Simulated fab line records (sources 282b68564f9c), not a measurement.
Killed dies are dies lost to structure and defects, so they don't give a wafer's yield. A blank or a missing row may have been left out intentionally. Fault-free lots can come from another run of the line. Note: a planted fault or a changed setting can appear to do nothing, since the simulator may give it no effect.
What tool caused it?	flow rit cmos	14 lots, 42 wafers sampled, at 1 step of a route of 202

## WHAT EACH GAUGE READ, for each wafer
Not one reading of a measure or inspect step in the record can be checked against a usual standard deviation.

## EACH LOT AND THE TOOL THAT RAN IT (in order: tool; ch and the chambers of the sampled wafers; start)
lot	RIT_NRETRO_COAT_01
L882	litho track-03 ch 0, day 2 15:37
L883	litho track-03 ch 0, day 2 19:46
L884	litho track-01 ch 0, day 2 19:51
L885	litho track-02 ch 0, day 3 02:28
L886	litho track-03 ch 0, day 3 06:43
L888	litho track-03 ch 0, day 3 13:06
L889	litho track-03 ch 0, day 3 17:31
L890	litho track-03 ch 0, day 3 23:21
L891	litho track-03 ch 0, day 4 09:41
L892	litho track-01 ch 0, day 4 11:31
L899	litho track-03 ch 0, day 5 19:17
L900	litho track-03 ch 0, day 6 01:35
L902	litho track-02 ch 0, day 6 11:28
L904	litho track-01 ch 0, day 6 22:06
- RIT_NRETRO_COAT_01: resist thk 1300 nm.

## AS READ BY THE TOOLS THEMSELVES (means over the sampled wafers that have a number; for cases with no such wafer, the mark the record gives instead)
RIT_NRETRO_COAT_01. Usual: spin speed rpm at 1999.9 rpm, with a standard deviation of 1.6.
lot	tool	spin speed rpm (rpm)	flag
L882	litho track-03	2000.1	
L883	litho track-03	2001.0	
L884	litho track-01	1999.7	
L885	litho track-02	1999.3	
L886	litho track-03	2000.7	
L888	litho track-03	2001.4	
L889	litho track-03	2000.3	
L890	litho track-03	2000.9	
L891	litho track-03	1999.5	
L892	litho track-01	2001.9	
L899	litho track-03	1905.1	OFF
L900	litho track-03	1906.3	OFF
L902	litho track-02	2000.5	
L904	litho track-01	1997.4	

## THE ANSWER, worked out from the rows above alone
Rule: a lot is off if the mean of its wafers that have a number lies more than 3 standard deviations from the usual mean. Also off: a lot with no number at a reading for which 4 or more lots have one. All remaining lots with rows at the step are treated as sound. After the gauges, taken in route order, come the tools' own readings; for these a lot's mean is taken, as printed above. The first step at which some lot is off is used, and at that step the reading that is off furthest; a lot without a number counts as furthest.
Off at RIT_NRETRO_COAT_01 (spin speed rpm): L899, L900.
If a tool, at that step or one of the process steps before it, ran each lot that is off and ran no sound lot following the first of them, it fits. One fits: litho track-03 at RIT_NRETRO_COAT_01. A fault onset in the window from L891 (day 4 09:41, its last sound lot) to L899 (day 5 19:17, its first lot off) fits.
The tool's own readings at RIT_NRETRO_COAT_01 bear it out: on the lots that are off they differ by more than 5 times the standard deviation of the sound lots' means. spin speed rpm reads 1905.7 rpm there against 2000.2 rpm on the sound lots.

## WHAT WAS PUT IN BY THE SIMULATOR
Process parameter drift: litho track-03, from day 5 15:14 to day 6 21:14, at RIT_NRETRO_COAT_01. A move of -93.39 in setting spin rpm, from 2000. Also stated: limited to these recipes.
Shown lots that were struck: L899, L900. The rule given above showed the same thing.
